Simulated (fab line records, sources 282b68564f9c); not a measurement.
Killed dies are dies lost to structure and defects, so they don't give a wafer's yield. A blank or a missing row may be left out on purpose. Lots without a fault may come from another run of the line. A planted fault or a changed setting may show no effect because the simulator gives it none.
Which tool did it? | flow rit_cmos | 14 lots, 42 wafers sampled, at 1 step of a route of 202

WHAT THE GAUGES READ, wafer by wafer
The record holds no reading of a measuring or inspecting step that can be judged against a usual standard deviation.

WHICH TOOL RAN EACH LOT (tool, then ch and the chambers of the sampled wafers, then the start)
lot  | RIT_NLDD_STRIP_09
L224 | plasma_asher-02 ch 1, day 2 17:37
L226 | plasma_asher-02 ch 0,1, day 3 05:37
L228 | plasma_asher-04 ch 0,1, day 3 13:42
L229 | plasma_asher-04 ch 0,1, day 3 18:56
L230 | plasma_asher-01 ch 0,1, day 3 23:22
L231 | plasma_asher-01 ch 0,1, day 4 04:25
L232 | plasma_asher-01 ch 0,1, day 4 10:35
L233 | plasma_asher-02 ch 0,1, day 4 15:49
L235 | plasma_asher-02 ch 0,1, day 5 02:17
L236 | plasma_asher-04 ch 0,1, day 5 05:12
L237 | plasma_asher-04 ch 0,1, day 5 12:55
L240 | plasma_asher-02 ch 0,1, day 6 02:41
L242 | plasma_asher-04 ch 0,1, day 6 12:08
L247 | plasma_asher-04 ch 0,1, day 7 13:17
- RIT_NLDD_STRIP_09: strips in O2, time 180 s.

WHAT THE TOOLS THEMSELVES READ (means of the sampled wafers that have a number; where no wafer has one, the mark that the record gives instead)
RIT_NLDD_STRIP_09.
lot  | tool            | chamber_pressure_mTorr (mTorr) | drypump_motor_current_A (A)
L224 | plasma_asher-02 | 3996                           | 5.8
L226 | plasma_asher-02 | 3998                           | 5.8
L228 | plasma_asher-04 | 4000                           | 5.6
L229 | plasma_asher-04 | 4005                           | 5.6
L230 | plasma_asher-01 | 4002                           | 4.8
L231 | plasma_asher-01 | 4004                           | 5.0
L232 | plasma_asher-01 | 3997                           | 4.9
L233 | plasma_asher-02 | 4002                           | 5.9
L235 | plasma_asher-02 | 4531                           | 5.9
L236 | plasma_asher-04 | 3998                           | 5.5
L237 | plasma_asher-04 | 4003                           | 5.5
L240 | plasma_asher-02 | 4270                           | 5.8
L242 | plasma_asher-04 | 3995                           | 5.5
L247 | plasma_asher-04 | 4004                           | 5.4

THE ANSWER, worked out from the rows above alone
Rule: what is usual is taken from the lots themselves. Put in order of their means at a reading, lots are off if they are a third of the lots or fewer, leave a main group of 4 or more, and stand apart from it by a gap of 3 or more times the standard deviation of the main group's means; of several such gaps the widest counts. A main group whose means are all the same, to the digits that the tables above print for the reading, isn't used. A lot without any number at a reading at which 4 lots or more have one is off too. The other lots that the step has rows for count as sound. The gauges are gone through in route order, then the tools' own readings, and for those a lot's mean is taken as printed above. The first step at which some lot is off is used, and at that step the reading that is off furthest; a lot without a number counts as furthest.
Off: L235, L240, at RIT_NLDD_STRIP_09 (chamber_pressure_mTorr). The main group: mean 4000 mTorr, standard deviation 3.3.
A tool fits if, at that step or a process step before it, it ran every lot that is off, and no sound lot after the first of them. One fits: plasma_asher-02 at RIT_NLDD_STRIP_09. Its last sound lot is L233 (day 4 15:49), its first lot that is off L235 (day 5 02:17): a fault that began between those two fits.
The tool's own readings at RIT_NLDD_STRIP_09 bear it out: on the lots that are off they differ by more than 5 times the standard deviation of the sound lots' means. chamber_pressure_mTorr reads 4400 mTorr there against 4000 mTorr on the sound lots.

WHAT THE SIMULATOR HAD PUT IN
Process parameter drift: plasma_asher-02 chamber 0, from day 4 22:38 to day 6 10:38, at RIT_NLDD_STRIP_09. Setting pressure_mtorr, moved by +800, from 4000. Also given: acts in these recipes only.
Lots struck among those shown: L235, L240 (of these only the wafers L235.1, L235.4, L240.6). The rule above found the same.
